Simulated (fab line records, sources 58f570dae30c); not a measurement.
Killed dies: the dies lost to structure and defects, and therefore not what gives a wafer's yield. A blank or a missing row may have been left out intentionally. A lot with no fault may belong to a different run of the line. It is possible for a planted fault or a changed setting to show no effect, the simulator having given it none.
Which tool was responsible?    flow berkeley_cmos170    Sampling: 15 lots, 45 wafers, 5 of 331 route steps

WHAT THE GAUGES READ, wafer by wafer
UCB170_ACTIVE_CD_MEAS_90 targets a cd of 1200 nm. Usual: cd_nm at 1200.0 nm, with a standard deviation of 1.4.
lot   measured     on         cd_nm (nm)            flag
L417  day 5 02:32  cd_sem-01  1200.5 1202.2 1201.8  
L416  day 5 02:49  cd_sem-01  1200.2 1199.1 1200.3  
L418  day 6 03:39  cd_sem-02  1201.8 1202.1 1200.7  
L419  day 6 03:55  cd_sem-02  1200.8 1201.2 1200.3  
L420  day 6 07:25  cd_sem-02  1201.1 1199.3 1200.7  
L425  day 6 07:56  cd_sem-01  1201.9 1201.8 1200.9  
L423  day 6 08:16  cd_sem-01  1198.0 1197.4 1199.4  
L424  day 6 08:38  cd_sem-01  1198.3 1198.6 1198.0  
L426  day 6 16:16  cd_sem-01  1200.8 1200.2 1200.2  
L428  day 7 11:38  cd_sem-01  1201.4 1201.1 1201.5  
L429  day 7 12:10  cd_sem-01  1198.1 1198.7 1198.5  
L432  day 7 22:34  cd_sem-02  1198.7 1199.9 1199.5  
L436  day 8 21:24  cd_sem-01  1197.8 1197.4 1198.2  
L438  day 9 03:19  cd_sem-02  1201.9 1201.1 1201.2  
L439  day 9 03:29  cd_sem-02  1198.8 1198.9 1200.1  

UCB170_NVT_OVL_MEAS_06. Usual: NVT_OVL gives -1 nm (standard deviation 5).
lot   measured      on          NVT_OVL (nm)  flag
L417  day 6 12:51   overlay-02  5 3 0         
L416  day 6 12:35   overlay-02  12 15 9       
L418  day 7 16:52   overlay-02  3 -4 -8       
L419  day 7 16:14   overlay-01  3 -1 2        
L420  day 7 16:19   overlay-02  -3 -3 0       
L425  day 7 17:26   overlay-02  -16 -6 -7     
L423  day 7 17:09   overlay-01  -2 -4 -1      
L424  day 7 17:25   overlay-01  1 -2 2        
L426  day 8 05:33   overlay-02  -7 -2 -5      
L428  day 8 20:11   overlay-01  -1 -2 -4      
L429  day 9 04:08   overlay-01  -4 3 5        
L432  day 9 11:28   overlay-01  -1 3 -1       
L436  day 10 17:09  overlay-02  -6 -3 -3      
L438  day 10 16:52  overlay-02  0 -7 -1       
L439  day 10 16:53  overlay-01  -9 -5 -6      

UCB170_SPACER_THK_MEAS_01. Usual: SPACER_TEOS_THK gives 375 nm (standard deviation 5.2).
lot   measured      on             SPACER_TEOS_THK (nm)     flag
L417  day 7 15:39   film_metro-03  371 376 381              
L416  day 7 14:21   film_metro-01  362 369 376              
L418  day 8 15:56   film_metro-02  378 376 384              
L419  day 8 16:10   film_metro-03  369 383 380              
L420  day 8 15:56   film_metro-03  375 381 380              
L425  day 8 16:09   film_metro-02  371 382 378              
L423  day 8 15:56   film_metro-01  373 372 376              
L424  day 8 16:09   film_metro-01  375 373 380              
L426  day 9 06:22   film_metro-03  369 369 375              
L428  day 9 23:01   film_metro-02  365 320 323 365 320 323  OFF
L429  day 10 06:23  film_metro-03  320 321 328 320 321 328  OFF
L432  day 10 10:43  film_metro-03  376 311 368 376 311 368  OFF
L436  day 11 16:41  film_metro-03  369 376 369              
L438  day 11 15:15  film_metro-03  370 366 373              
L439  day 11 17:03  film_metro-03  370 375 370              

TOOL THAT RAN EACH LOT (tool first, then ch and the chambers of the sampled wafers, then the start)
lot   UCB170_GATE_STRIP_16                  UCB170_SPACER_CVD_00
L417  plasma_asher-01 ch 0,1, day 7 08:38   pecvd-03 ch 1,2, day 7 15:37
L416  plasma_asher-04 ch 0,1, day 7 08:10   pecvd-03 ch 0,1, day 7 14:19
L418  plasma_asher-04 ch 0,1, day 8 09:35   pecvd-03 ch 0,1,2, day 8 15:52
L419  plasma_asher-01 ch 0,1, day 8 10:23   pecvd-04 ch 0,1,2, day 8 16:07
L420  plasma_asher-02 ch 0,1, day 8 09:20   pecvd-04 ch 1,2, day 8 15:52
L425  plasma_asher-01 ch 0,1, day 8 09:47   pecvd-02 ch 0,2, day 8 16:07
L423  plasma_asher-01 ch 0,1, day 8 09:27   pecvd-02 ch 0,1,2, day 8 15:53
L424  plasma_asher-04 ch 0,1, day 8 10:16   pecvd-03 ch 0,1, day 8 16:07
L426  plasma_asher-02 ch 0,1, day 8 21:58   pecvd-04 ch 0,1,2, day 9 06:19
L428  plasma_asher-01 ch 0,1, day 9 16:08   pecvd-03 ch 0,1, day 9 22:58
L429  plasma_asher-01 ch 0,1, day 9 23:22   pecvd-03 ch 0, day 10 06:17
L432  plasma_asher-02 ch 0,1, day 10 05:02  pecvd-03 ch 0,1,2, day 10 10:41
L436  plasma_asher-01 ch 0,1, day 11 09:55  pecvd-04 ch 0,1,2, day 11 16:37
L438  plasma_asher-01 ch 0,1, day 11 09:29  pecvd-02 ch 0,2, day 11 15:11
L439  plasma_asher-04 ch 0,1, day 11 10:10  pecvd-02 ch 0,2, day 11 16:59
- UCB170_GATE_STRIP_16: strips in O2.
- UCB170_SPACER_CVD_00: deposits SiO2 from TEOS/O2, target thk 376 nm, time 47 s.

AS READ BY THE TOOLS THEMSELVES (means over the sampled wafers that have a number; for cases with no such wafer, the mark the record gives instead)
UCB170_GATE_STRIP_16. Usual: drypump_motor_current_A 5.8 A, standard deviation 0.32; oes_product_au 0.724 a.u., standard deviation 0.0043.
lot   tool             drypump_motor_current_A (A)  oes_product_au (a.u.)  flag
L417  plasma_asher-01  6.0                          0.723                  
L416  plasma_asher-04  5.5                          0.724                  
L418  plasma_asher-04  5.4                          0.722                  
L419  plasma_asher-01  6.0                          0.726                  
L420  plasma_asher-02  6.0                          0.722                  
L425  plasma_asher-01  6.1                          0.718                  
L423  plasma_asher-01  6.0                          0.723                  
L424  plasma_asher-04  5.4                          0.726                  
L426  plasma_asher-02  6.2                          0.729                  
L428  plasma_asher-01  6.0                          0.727                  
L429  plasma_asher-01  6.0                          0.723                  
L432  plasma_asher-02  6.2                          0.724                  
L436  plasma_asher-01  6.0                          0.723                  
L438  plasma_asher-01  6.0                          0.725                  
L439  plasma_asher-04  5.4                          0.727                  

UCB170_SPACER_CVD_00. Usual: heater_power_w at 257 W, with a standard deviation of 39.
lot   tool      heater_power_w (W)  flag
L417  pecvd-03  266                 
L416  pecvd-03  228                 
L418  pecvd-03  284                 
L419  pecvd-04  263                 
L420  pecvd-04  298                 
L425  pecvd-02  268                 
L423  pecvd-02  239                 
L424  pecvd-03  257                 
L426  pecvd-04  252                 
L428  pecvd-03  265                 
L429  pecvd-03  225                 
L432  pecvd-03  237                 
L436  pecvd-04  238                 
L438  pecvd-02  258                 
L439  pecvd-02  276                 

THE ANSWER, worked out from the rows above alone
Rule: take the mean of a lot's wafers that have a number; if it is more than 3 standard deviations from the usual mean, the lot is off. Also off: a lot with no number at a reading for which 4 or more lots have one. Where the step has rows for the other lots, those lots are counted as sound. First the gauges in route order, then the tools' own readings, where a lot's mean is used as printed above. The first step at which some lot is off is used, and at that step the reading that is off furthest; a lot without a number counts as furthest.
Off: L428, L429, L432, seen at UCB170_SPACER_THK_MEAS_01 (SPACER_TEOS_THK).
A tool fits if, at a process step before that reading, it ran every lot that is off, and no sound lot after the first of them. Those tools and the gauges at UCB170_SPACER_THK_MEAS_01 are tried in the same way. One fits: pecvd-03 at UCB170_SPACER_CVD_00. A fault onset in the window from L424 (day 8 16:07, its last sound lot) to L428 (day 9 22:58, its first lot off) fits.

WHAT THE SIMULATOR HAD PUT IN
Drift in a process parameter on pecvd-03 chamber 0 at UCB170_SPACER_CVD_00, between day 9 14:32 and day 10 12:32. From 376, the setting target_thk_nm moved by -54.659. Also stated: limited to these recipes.
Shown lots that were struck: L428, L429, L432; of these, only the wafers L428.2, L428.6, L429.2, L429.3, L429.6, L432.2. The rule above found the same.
